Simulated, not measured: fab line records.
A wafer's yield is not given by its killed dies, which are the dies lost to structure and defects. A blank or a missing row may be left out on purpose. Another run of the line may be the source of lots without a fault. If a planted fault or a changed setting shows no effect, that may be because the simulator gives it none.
Which tool was responsible? | flow rit-cmos | 14 lots with 42 wafers sampled at 3 steps, on a route of 202 steps

## WHAT THE GAUGES READ, wafer by wafer
RIT_NLDD_TW_MEAS_10. Usual: NLDD_TW typically reads 2492, with standard deviation 11.
lot  | measured    | on            | NLDD_TW        | flag
L172 | day 2 22:19 | film-metro-01 | 2488 2501 2490 |
L176 | day 3 17:10 | film-metro-01 | 2482 2478 2485 |
L177 | day 4 01:40 | film-metro-03 | 2525 2513 2504 |
L179 | day 4 11:47 | film-metro-02 | 2501 2511 2500 |
L180 | day 4 15:28 | film-metro-01 | 2488 2506 2504 |
L181 | day 4 20:11 | film-metro-01 | 2493 2489 2487 |
L182 | day 5 02:23 | film-metro-02 | 2493 2506 2492 |
L184 | day 5 09:52 | film-metro-02 | 2502 2495 2490 |
L185 | day 5 16:53 | film-metro-01 | 2498 2482 2481 |
L186 | day 5 23:13 | film-metro-01 | 2475 2483 2476 |
L187 | day 6 03:00 | film-metro-02 | 2508 2506 2515 |
L189 | day 6 15:53 | film-metro-03 | 2488 2506 2500 |
L193 | day 7 07:26 | film-metro-01 | 2471 2479 2477 |
L195 | day 7 18:29 | film-metro-03 | 2484 2489 2502 |

RIT_NSD_OVL_MEAS_06. Usual: NSD_OVL typically reads -0.6 nm, with standard deviation 1.6.
lot  | measured    | on         | NSD_OVL (nm)   | flag
L172 | day 3 03:21 | overlay-01 | -0.3 -0.7 -0.3 |
L176 | day 3 22:26 | overlay-01 | 1.6 1.6 0.6    |
L177 | day 4 07:08 | overlay-01 | -0.7 -0.6 0.6  |
L179 | day 4 17:25 | overlay-02 | -3.5 -2.1 -1.9 |
L180 | day 4 21:34 | overlay-01 | -3.0 -1.1 -2.6 |
L181 | day 5 01:08 | overlay-02 | -0.1 0.8 1.2   |
L182 | day 5 07:22 | overlay-02 | 0.2 0.5 -1.2   |
L184 | day 5 14:46 | overlay-02 | -2.4 -2.0 -2.2 |
L185 | day 5 21:50 | overlay-02 | 1.9 2.0 1.8    |
L186 | day 6 05:20 | overlay-01 | -1.4 -1.2 -1.3 |
L187 | day 6 07:51 | overlay-02 | 0.1 -0.2 -0.5  |
L189 | day 6 21:07 | overlay-02 | 0.9 1.1 1.0    |
L193 | day 7 12:16 | overlay-02 | -0.9 -1.9 -1.9 |
L195 | day 7 23:34 | overlay-01 | -0.5 -1.4 -1.0 |

## WHAT TOOL EACH LOT RAN ON (gives the tool, then ch and the chambers of the sampled wafers, and finally the start)
lot  | RIT_SPACER_CLEAN_00
L172 | wet-bench-02 ch 2, day 2 23:48
L176 | wet-bench-04 ch 1, day 3 18:38
L177 | wet-bench-04 ch 1, day 4 03:08
L179 | wet-bench-03 ch 0, day 4 13:16
L180 | wet-bench-03 ch 2, day 4 18:02
L181 | wet-bench-04 ch 3, day 4 21:40
L182 | wet-bench-04 ch 3, day 5 03:52
L184 | wet-bench-04 ch 1, day 5 11:20
L185 | wet-bench-04 ch 1, day 5 18:21
L186 | wet-bench-02 ch 0, day 6 01:00
L187 | wet-bench-03 ch 0, day 6 04:29
L189 | wet-bench-02 ch 2, day 6 17:37
L193 | wet-bench-02 ch 1, day 7 08:55
L195 | wet-bench-02 ch 0, day 7 20:05
- RIT_SPACER_CLEAN_00: cleans in SC1, time 600 s.

## WHAT THE TOOLS THEMSELVES READ (means of the sampled wafers that have a number; where no wafer has one, the mark that the record gives instead)
RIT_SPACER_CLEAN_00. Usual: 15.5 % for bath-heat-duty-pct, sd 1.1.
lot  | tool         | bath-heat-duty-pct (%) | flag
L172 | wet-bench-02 | 16.7                   |
L176 | wet-bench-04 | 14.3                   |
L177 | wet-bench-04 | 14.1                   |
L179 | wet-bench-03 | 15.2                   |
L180 | wet-bench-03 | 15.9                   |
L181 | wet-bench-04 | 14.4                   |
L182 | wet-bench-04 | 14.4                   |
L184 | wet-bench-04 | 13.6                   |
L185 | wet-bench-04 | 14.1                   |
L186 | wet-bench-02 | 17.1                   |
L187 | wet-bench-03 | 15.1                   |
L189 | wet-bench-02 | 16.4                   |
L193 | wet-bench-02 | 15.8                   |
L195 | wet-bench-02 | 16.2                   |

## THE ANSWER, worked out from the rows above alone
Rule: lot off if the mean of its wafers having a number is beyond 3 standard deviations from the usual mean. A lot without any number at a reading at which 4 lots or more have one is off too. Where the step has rows for the other lots, those lots are counted as sound. Order of review: gauges by route order, followed by the tools' own readings, for which a lot's mean as printed above is used. At the first step where some lot is off, the reading lying furthest off is the one used; lots without a number count as furthest.
Across all readings shown, no lot is off: no conclusion can be drawn from this.

## WHAT THE SIMULATOR HAD PUT IN
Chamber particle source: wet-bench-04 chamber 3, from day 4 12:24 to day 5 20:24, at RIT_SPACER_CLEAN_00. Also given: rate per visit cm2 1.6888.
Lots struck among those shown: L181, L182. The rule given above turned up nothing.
